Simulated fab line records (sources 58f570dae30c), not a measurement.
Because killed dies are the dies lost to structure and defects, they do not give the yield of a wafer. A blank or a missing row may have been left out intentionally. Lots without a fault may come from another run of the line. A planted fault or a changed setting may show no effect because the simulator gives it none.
The tool behind it: which one? | flow berkeley-cmos170 | 21 wafers from 7 lots sampled at 3 of the route's 331 steps

WHAT THE GAUGES READ, wafer by wafer
UCB170_NWELL_TW_MEAS_16.
lot  | measured    | on            | NWELL_TW
L770 | day 2 13:13 | film-metro-03 | 1257 1258 1256
L773 | day 3 03:20 | film-metro-03 | 1265 1264 1253
L775 | day 3 13:16 | film-metro-03 | 1259 1258 1260
L782 | day 5 06:44 | film-metro-02 | 1258 1264 1264
L784 | day 5 13:43 | film-metro-03 | 1204 1212 1202 1208 1209 1207
L789 | day 6 10:08 | film-metro-02 | 1266 1273 1269
L792 | day 7 01:58 | film-metro-03 | 1248 1241 1243

WHICH TOOL RAN EACH LOT (tool, then ch and the chambers of the sampled wafers, then the start)
lot  | UCB170_NWELL_IMPLANT_14        | UCB170_NWELL_STRIP_15
L770 | implanter-04 ch 0, day 2 13:00 | plasma-asher-02 ch 0,1, day 2 13:08
L773 | implanter-03 ch 0, day 3 03:05 | plasma-asher-02 ch 0,1, day 3 03:14
L775 | implanter-01 ch 0, day 3 13:04 | plasma-asher-02 ch 0,1, day 3 13:10
L782 | implanter-04 ch 0, day 5 06:29 | plasma-asher-01 ch 0,1, day 5 06:38
L784 | implanter-03 ch 0, day 5 13:28 | plasma-asher-02 ch 1, day 5 13:37
L789 | implanter-04 ch 0, day 6 09:53 | plasma-asher-02 ch 0,1, day 6 10:02
L792 | implanter-01 ch 0, day 7 01:43 | plasma-asher-03 ch 0,1, day 7 01:52
- UCB170_NWELL_IMPLANT_14
- UCB170_NWELL_STRIP_15: strips in O2.

THE ANSWER, worked out from the rows above alone
Rule: the lots themselves supply what counts as usual. The widest of any qualifying gaps counts: lots, ordered by their means at a reading, are off when they make up no more than a third of the lots, leave a main group of 4 or more, and stand apart from it by 3 or more times the standard deviation of that group's means. The tables above print the reading to a certain number of digits; a main group whose means all agree to those digits is not used. Also off: a lot with no number at a reading for which 4 or more lots have one. All remaining lots with rows at the step are treated as sound.
Off: at UCB170_NWELL_TW_MEAS_16 (NWELL_TW), L784. Mean 1259 and standard deviation 7.6 in the main group.
A tool fits if, at a process step before that reading, it ran every lot that is off, and no sound lot after the first of them. Those tools and the gauges at UCB170_NWELL_TW_MEAS_16 are tried in the same way. One fits: implanter-03 at UCB170_NWELL_IMPLANT_14. Its last sound lot is L773 (day 3 03:05), its first lot that is off L784 (day 5 13:28): a fault that began between those two fits.

WHAT HAD BEEN PUT IN BY THE SIMULATOR
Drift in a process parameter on implanter-03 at UCB170_NWELL_IMPLANT_14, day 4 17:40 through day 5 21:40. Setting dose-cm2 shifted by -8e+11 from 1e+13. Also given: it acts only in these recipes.
Shown lots that were struck: L784. The same result came from the rule above.
